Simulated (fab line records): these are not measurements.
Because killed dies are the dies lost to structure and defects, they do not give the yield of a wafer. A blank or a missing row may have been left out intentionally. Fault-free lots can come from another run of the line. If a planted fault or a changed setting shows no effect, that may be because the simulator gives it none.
Which of the tools did it? -- flow berkeley cmos170 -- 15 lots with 45 wafers sampled at 5 steps, on a route of 331 steps

## WHAT EACH GAUGE READ, for each wafer
UCB170_PSD_OVL_MEAS_07. Usual: PSD_OVL typically reads 2 nm, with standard deviation 5.8.
lot,measured,on,PSD_OVL (nm),flag
L393,day 6 16:41,overlay-02,1 6 5,
L395,day 6 16:54,overlay-01,17 7 11,
L394,day 6 17:11,overlay-01,14 8 9,
L396,day 7 01:04,overlay-02,0 -1 -5,
L398,day 7 11:20,overlay-01,-4 2 -8,
L397,day 7 11:38,overlay-01,9 1 10,
L400,day 7 17:06,overlay-01,3 -2 -5,
L399,day 7 17:26,overlay-02,6 -1 8,
L401,day 8 08:56,overlay-02,6 3 8,
L405,day 8 14:02,overlay-02,-3 -3 3,
L406,day 9 12:52,overlay-02,-5 3 -2,
L407,day 9 17:16,overlay-01,6 -1 5,
L409,day 10 01:14,overlay-02,-4 -5 0,
L410,day 10 01:29,overlay-01,5 3 9,
L416,day 11 03:19,overlay-02,9 7 -5,

UCB170_NSD_OVL_MEAS_07. Usual: NSD_OVL typically reads 4 nm, with standard deviation 5.3.
lot,measured,on,NSD_OVL (nm),flag
L393,day 6 18:58,overlay-02,6 1 4,
L395,day 6 19:14,overlay-01,5 2 4,
L394,day 6 19:31,overlay-01,5 0 0,
L396,day 7 03:24,overlay-01,7 2 -4,
L398,day 7 12:49,overlay-02,0 -12 -2,
L397,day 7 13:14,overlay-01,4 1 2,
L400,day 7 20:17,overlay-01,0 3 -2,
L399,day 7 20:34,overlay-01,13 14 9,
L401,day 8 10:32,overlay-01,14 5 17,
L405,day 8 16:24,overlay-01,1 3 5,
L406,day 9 15:07,overlay-02,5 4 7,
L407,day 9 19:57,overlay-02,4 0 1,
L409,day 10 02:47,overlay-01,6 16 8,
L410,day 10 03:10,overlay-01,1 4 4,
L416,day 11 05:18,overlay-01,10 8 7,

UCB170_SILICIDE_RS_MEAS_02: a four-point-probe measurement. Usual: SILICIDE_TI_RS typically reads 26.3 ohm/sq, with standard deviation 0.38.
lot,measured,on,SILICIDE_TI_RS (ohm/sq),flag
L393,day 6 21:08,film metro-01,25.9 26.4 26.5,
L395,day 6 21:25,film metro-04,26.4 26.6 26.5,
L394,day 6 21:34,film metro-01,26.4 26.7 26.7,
L396,day 7 05:21,film metro-04,25.8 26.4 25.8,
L398,day 7 14:46,film metro-04,26.7 26.6 26.5,
L397,day 7 15:14,film metro-04,27.0 26.8 26.3,
L400,day 7 22:14,film metro-04,26.5 26.4 26.7,
L399,day 7 22:40,film metro-01,26.1 26.5 26.2,
L401,day 8 14:14,film metro-03,25.6 26.2 26.5,
L405,day 8 18:32,film metro-03,26.8 26.4 26.2,
L406,day 9 17:24,film metro-01,26.4 26.5 26.2,
L407,day 9 22:14,film metro-04,26.0 25.6 25.9,
L409,day 10 04:59,film metro-01,26.3 26.7 26.5,
L410,day 10 05:10,film metro-03,26.0 26.0 25.9,
L416,day 11 07:34,film metro-04,26.3 26.5 26.4,

UCB170_V1_THK_MEAS_04. Usual: V1_POLISHED_THK typically reads 1000.0 nm, with standard deviation 1.1.
lot,measured,on,V1_POLISHED_THK (nm),flag
L393,day 7 10:09,film metro-04,1001.1 999.1 999.7,
L395,day 7 10:26,film metro-04,999.6 1001.7 1001.1,
L394,day 7 10:44,film metro-03,1001.4 1001.1 1001.9,
L396,day 7 18:01,film metro-03,998.7 999.4 998.6,
L398,day 8 04:20,film metro-02,998.6 999.7 1000.3,
L397,day 8 04:19,film metro-03,999.2 999.9 1000.4,
L400,day 8 11:17,film metro-03,998.0 924.4 998.8,OFF
L399,day 8 11:00,film metro-02,1001.4 926.0 998.7,OFF
L401,day 9 01:39,film metro-03,999.4 999.7 925.4,OFF
L405,day 9 05:17,film metro-04,999.2 1001.2 998.8,
L406,day 10 07:11,film metro-04,1000.4 1000.1 1000.2,
L407,day 10 11:37,film metro-03,1000.0 1000.9 1001.2,
L409,day 10 16:43,film metro-03,999.1 1002.0 999.4,
L410,day 10 17:01,film metro-03,999.5 998.2 1000.2,
L416,day 11 21:22,film metro-02,1002.0 997.9 1001.4,

## WHICH TOOL RAN EACH LOT (tool, then ch and the chambers of the sampled wafers, then the start)
lot,UCB170_V1_CMP_02
L393,"cmp-02 ch 1,3, day 7 09:43"
L395,"cmp-02 ch 0,2,3, day 7 10:07"
L394,"cmp-02 ch 0,3, day 7 10:19"
L396,"cmp-02 ch 1,2,3, day 7 17:39"
L398,"cmp-01 ch 2,3, day 8 03:53"
L397,"cmp-02 ch 0,1,3, day 8 03:53"
L400,"cmp-01 ch 1,2,3, day 8 10:52"
L399,"cmp-01 ch 0,1,2, day 8 10:43"
L401,"cmp-01 ch 1,2,3, day 9 01:16"
L405,"cmp-02 ch 0,1, day 9 04:54"
L406,"cmp-02 ch 0,2,3, day 10 06:49"
L407,"cmp-02 ch 0,1,2, day 10 11:14"
L409,"cmp-02 ch 0,1,3, day 10 16:27"
L410,"cmp-02 ch 1,3, day 10 16:39"
L416,"cmp-02 ch 2,3, day 11 20:55"
- UCB170_V1_CMP_02: polishes SiO2.

## AS READ BY THE TOOLS THEMSELVES (means over the sampled wafers that have a number; for cases with no such wafer, the mark the record gives instead)
UCB170_V1_CMP_02. Usual: motor current A 16.4 A, standard deviation 2.2.
lot,tool,motor current A (A),flag
L393,cmp-02,14.4,
L395,cmp-02,15.7,
L394,cmp-02,15.3,
L396,cmp-02,15.2,
L398,cmp-01,18.1,
L397,cmp-02,15.7,
L400,cmp-01,16.7,
L399,cmp-01,16.4,
L401,cmp-01,17.0,
L405,cmp-02,17.5,
L406,cmp-02,16.2,
L407,cmp-02,16.7,
L409,cmp-02,16.5,
L410,cmp-02,15.8,
L416,cmp-02,13.7,

## THE ANSWER, worked out from the rows above alone
Rule: a lot counts as off when the mean over its wafers that have a number is more than 3 standard deviations away from the usual mean. A lot without any number at a reading at which 4 lots or more have one is off too. All remaining lots with rows at the step are treated as sound. The gauges are gone through in route order, then the tools' own readings, and for those a lot's mean is taken as printed above. At the first step where some lot is off, the reading lying furthest off is the one used; lots without a number count as furthest.
Off: at UCB170_V1_THK_MEAS_04 (V1_POLISHED_THK), L400, L399, L401.
If a tool, at a process step before that reading, ran all the lots that are off and no sound lot after the first of them, it fits. Gauges at UCB170_V1_THK_MEAS_04: tried the same way as those tools. One candidate fits, namely cmp-01 at UCB170_V1_CMP_02. A fault onset in the window from L398 (day 8 03:53, its last sound lot) to L399 (day 8 10:43, its first lot off) fits.

## WHAT THE SIMULATOR PUT IN
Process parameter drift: cmp-01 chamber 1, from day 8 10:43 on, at UCB170_V1_CMP_02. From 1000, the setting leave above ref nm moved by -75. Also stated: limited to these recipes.
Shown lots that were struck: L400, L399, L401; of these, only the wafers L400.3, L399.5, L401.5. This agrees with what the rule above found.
